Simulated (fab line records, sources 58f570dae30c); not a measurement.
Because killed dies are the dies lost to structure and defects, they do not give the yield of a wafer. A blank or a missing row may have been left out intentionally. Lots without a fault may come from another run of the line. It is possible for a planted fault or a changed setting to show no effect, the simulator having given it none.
Matching of chambers || flow berkeley_cmos170 || 4 sister chambers for UCB170_V2_CMP_02 on cmp-01
The step polishes SiO2. 24 wafers are shown with their chamber, then 12 later ones without.

## WAFERS, EACH WITH ITS CHAMBER
{"wafer": "L902.1", "chamber": 2, "motor_current_A (A)": 15.3, "slurry_flow_ml_min": 150.0}
{"wafer": "L902.2", "chamber": 1, "motor_current_A (A)": 17.9, "slurry_flow_ml_min": 149.1}
{"wafer": "L902.6", "chamber": 3, "motor_current_A (A)": 19.0, "slurry_flow_ml_min": 150.3}
{"wafer": "L904.1", "chamber": 3, "motor_current_A (A)": 18.7, "slurry_flow_ml_min": 149.4}
{"wafer": "L904.3", "chamber": 2, "motor_current_A (A)": 15.4, "slurry_flow_ml_min": 149.9}
{"wafer": "L904.5", "chamber": 3, "motor_current_A (A)": 18.2, "slurry_flow_ml_min": 149.8}
{"wafer": "L905.1", "chamber": 2, "motor_current_A (A)": 15.4, "slurry_flow_ml_min": 149.8}
{"wafer": "L905.2", "chamber": 1, "motor_current_A (A)": 18.6, "slurry_flow_ml_min": 150.1}
{"wafer": "L905.6", "chamber": 0, "motor_current_A (A)": 16.6, "slurry_flow_ml_min": 149.0}
{"wafer": "L906.1", "chamber": 2, "motor_current_A (A)": 15.4, "slurry_flow_ml_min": 150.9}
{"wafer": "L906.5", "chamber": 2, "motor_current_A (A)": 15.3, "slurry_flow_ml_min": 149.4}
{"wafer": "L906.6", "chamber": 3, "motor_current_A (A)": 18.9, "slurry_flow_ml_min": 149.7}
{"wafer": "L908.1", "chamber": 0, "motor_current_A (A)": 15.8, "slurry_flow_ml_min": 150.5}
{"wafer": "L908.4", "chamber": 1, "motor_current_A (A)": 19.1, "slurry_flow_ml_min": 149.9}
{"wafer": "L908.6", "chamber": 2, "motor_current_A (A)": 16.2, "slurry_flow_ml_min": 149.7}
{"wafer": "L909.1", "chamber": 0, "motor_current_A (A)": 16.0, "slurry_flow_ml_min": 149.7}
{"wafer": "L909.4", "chamber": 3, "motor_current_A (A)": 18.3, "slurry_flow_ml_min": 149.4}
{"wafer": "L909.5", "chamber": 0, "motor_current_A (A)": 16.0, "slurry_flow_ml_min": 149.7}
{"wafer": "L911.1", "chamber": 0, "motor_current_A (A)": 15.8, "slurry_flow_ml_min": 150.3}
{"wafer": "L911.4", "chamber": 3, "motor_current_A (A)": 18.8, "slurry_flow_ml_min": 149.6}
{"wafer": "L911.6", "chamber": 3, "motor_current_A (A)": 18.4, "slurry_flow_ml_min": 149.8}
{"wafer": "L912.1", "chamber": 2, "motor_current_A (A)": 16.0, "slurry_flow_ml_min": 149.5}
{"wafer": "L912.3", "chamber": 0, "motor_current_A (A)": 16.4, "slurry_flow_ml_min": 150.0}
{"wafer": "L912.6", "chamber": 3, "motor_current_A (A)": 18.4, "slurry_flow_ml_min": 150.0}

SIGNATURES, as means of the wafers listed above
{"reading": "motor_current_A", "chamber 0": 16.100, "chamber 1": 18.533, "chamber 2": 15.571, "chamber 3": 18.587, "scatter within a chamber": 0.368}
{"reading": "slurry_flow_ml_min", "chamber 0": 149.867, "chamber 1": 149.700, "chamber 2": 149.886, "chamber 3": 149.750, "scatter within a chamber": 0.452}
Rule: for a wafer and a chamber, the distance is found by dividing, reading by reading, the gap between the wafer's reading and the chamber's mean by the reading's scatter, squaring, summing and taking the root. The wafer belongs to the nearest chamber; if the next one is less than 2 further off, it can't be placed. How the scatter is found: for the shown wafers, subtract from each reading the mean of its chamber, square and add these, divide the total by (wafers less chambers), then take the root.

## WAFERS WHOSE CHAMBER IS MISSING
{"wafer": "L915.3", "motor_current_A (A)": 15.4, "slurry_flow_ml_min": 150.7}
{"wafer": "L915.5", "motor_current_A (A)": 15.4, "slurry_flow_ml_min": 149.9}
{"wafer": "L915.6", "motor_current_A (A)": 19.6, "slurry_flow_ml_min": 151.3}
{"wafer": "L917.4", "motor_current_A (A)": 17.5, "slurry_flow_ml_min": 150.0}
{"wafer": "L917.5", "motor_current_A (A)": 17.8, "slurry_flow_ml_min": 150.3}
{"wafer": "L917.6", "motor_current_A (A)": 15.6, "slurry_flow_ml_min": 149.4}
{"wafer": "L920.2", "motor_current_A (A)": 18.6, "slurry_flow_ml_min": 150.3}
{"wafer": "L920.5", "motor_current_A (A)": 17.8, "slurry_flow_ml_min": 150.2}
{"wafer": "L920.6", "motor_current_A (A)": 15.7, "slurry_flow_ml_min": 149.5}
{"wafer": "L922.2", "motor_current_A (A)": 18.9, "slurry_flow_ml_min": 150.5}
{"wafer": "L922.4", "motor_current_A (A)": 18.8, "slurry_flow_ml_min": 149.2}
{"wafer": "L922.5", "motor_current_A (A)": 19.7, "slurry_flow_ml_min": 149.5}

## WHICH CHAMBER EACH WENT THROUGH
{"wafer": "L915.3", "from the rows above": "can't be placed: 2 or 0", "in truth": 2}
{"wafer": "L915.5", "from the rows above": "can't be placed: 2 or 0", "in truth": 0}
{"wafer": "L915.6", "from the rows above": "can't be placed: 3 or 1", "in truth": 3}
{"wafer": "L917.4", "from the rows above": "can't be placed: 1 or 3 or 0", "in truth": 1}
{"wafer": "L917.5", "from the rows above": "can't be placed: 1 or 3", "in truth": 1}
{"wafer": "L917.6", "from the rows above": "can't be placed: 2 or 0", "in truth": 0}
{"wafer": "L920.2", "from the rows above": "can't be placed: 3 or 1", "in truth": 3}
{"wafer": "L920.5", "from the rows above": "can't be placed: 1 or 3", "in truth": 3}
{"wafer": "L920.6", "from the rows above": "can't be placed: 2 or 0", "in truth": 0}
{"wafer": "L922.2", "from the rows above": "can't be placed: 3 or 1", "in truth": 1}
{"wafer": "L922.4", "from the rows above": "can't be placed: 1 or 3", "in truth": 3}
{"wafer": "L922.5", "from the rows above": "can't be placed: 3 or 1", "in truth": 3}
0 of 12 placed correctly. From these rows, 12 cannot be placed; in 12 the true chamber is one of the candidates. Placed wrongly: 0.
